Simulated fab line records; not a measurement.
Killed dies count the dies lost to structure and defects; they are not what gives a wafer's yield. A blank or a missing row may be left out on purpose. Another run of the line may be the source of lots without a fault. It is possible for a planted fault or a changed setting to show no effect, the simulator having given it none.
8D (eight disciplines) problem report, filled in by code || flow berkeleyCmos170 || the parts of the form that need people (team, actions taken, sign-off) are left out

== 1. WHAT WENT WRONG ==
spinSpeedRpm at UCB170_M1_COAT_04 reads a mean of 1518.2 rpm on 6 wafers of 2 lots; wafers without a fault read 1499.8 rpm with a standard deviation of 0.96. Measured from the usual mean, that is +19 standard deviations.
The step: resist thk 900 nm.
Earliest sighting: wafer L793.1 on lithoTrack-02 at day 10 22:00. The record holds 18 wafers of 6 lots with a number at this step. Rule for "out", or "out of limits": more than 4 standard deviations from the usual mean. All remaining wafers that have a number are taken as sound.

== 2. WHAT IT IS AND WHAT IT IS NOT ==
{"question": "which readings at this step", "is": "spinSpeedRpm", "is not": "resistLineTempC"}
{"question": "which lots", "is": "L793, L795", "is not": "L781, L785, L799, L802"}
{"question": "which wafers of those lots", "is": "all that have a number", "is not": "-"}
{"question": "read on which tools", "is": "lithoTrack-02", "is not": "lithoTrack-03, lithoTrack-04"}
{"question": "when", "is": "from day 10 22:00", "is not": "up to then (6 sound wafers); but 6 sound wafers of L799, L802 came after"}

== 3. SUSPECTS, AND WHAT RULES EACH OUT ==
Counting: a tool at a process step up to the reading stays a suspect if it ran every lot that is out and no sound lot after the first of them.
- rieDiel-02 at UCB170_CONTACT_ETCH_17 (etches BARC in N2/H2): kept. It ran every lot that is out, first L793 (day 10 21:26), and no sound lot after that.
- rieDiel-02 at UCB170_CONTACT_ETCH_18 (etches PSG in CHF3/CF4/Ar, stops on TiSi2, target depth 840 nm, time 195 s): kept. It ran every lot that is out, first L793 (day 10 21:37), and no sound lot after that. Because UCB170_CONTACT_ETCH_18 lacks a start for some lots, the hours and order of its lots are taken from UCB170_CONTACT_STRIP_19.
- lithoTrack-02 at UCB170_M1_COAT_04 (resist thk 900 nm): kept. Every lot that is out went through it, starting with L793 (day 10 22:00), and after that it ran no sound lot; the last sound lot it ran before then is L781 (day 8 13:00). On those wafers its own readings are out: spinSpeedRpm.
After the count, these remain: rieDiel-02 at UCB170_CONTACT_ETCH_17, rieDiel-02 at UCB170_CONTACT_ETCH_18 and lithoTrack-02 at UCB170_M1_COAT_04.

== 4. THE CAUSE (what the simulator had put in) ==
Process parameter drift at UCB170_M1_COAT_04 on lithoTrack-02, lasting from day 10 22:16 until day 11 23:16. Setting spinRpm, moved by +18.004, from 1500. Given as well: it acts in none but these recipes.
Of the 3 suspects that counting leaves, this tool is one.

== 5. SEQUENCE OF EFFECTS, ordered by route ==
Rows list readings where the struck wafers' mean (over those with a number) sits beyond 3 standard deviations from the usual. Only readings for which the record gives a usual standard deviation are gone through. hours: the time from each lot's start at the first step in this table that gives one to its start at this step, as a median over the lots. sigmas: the change in usual standard deviations.
{"hours": 0, "step": "UCB170_M1_COAT_04", "reading": "spinSpeedRpm", "usual": "1499.8 rpm", "on struck wafers": 1518.2, "change": "+18.5", "sigmas": "+19"}
The process steps in it:
- UCB170_M1_COAT_04: resist thk 900 nm.
At these later measuring or inspecting steps, every struck wafer for which the step has a row has a number for every such reading, and none has moved that far: UCB170_M1_CD_MEAS_09.

== 6. WHAT WOULD HAVE CAUGHT IT SOONER ==
In this record the first reading out of limits was taken at day 10 22:00.
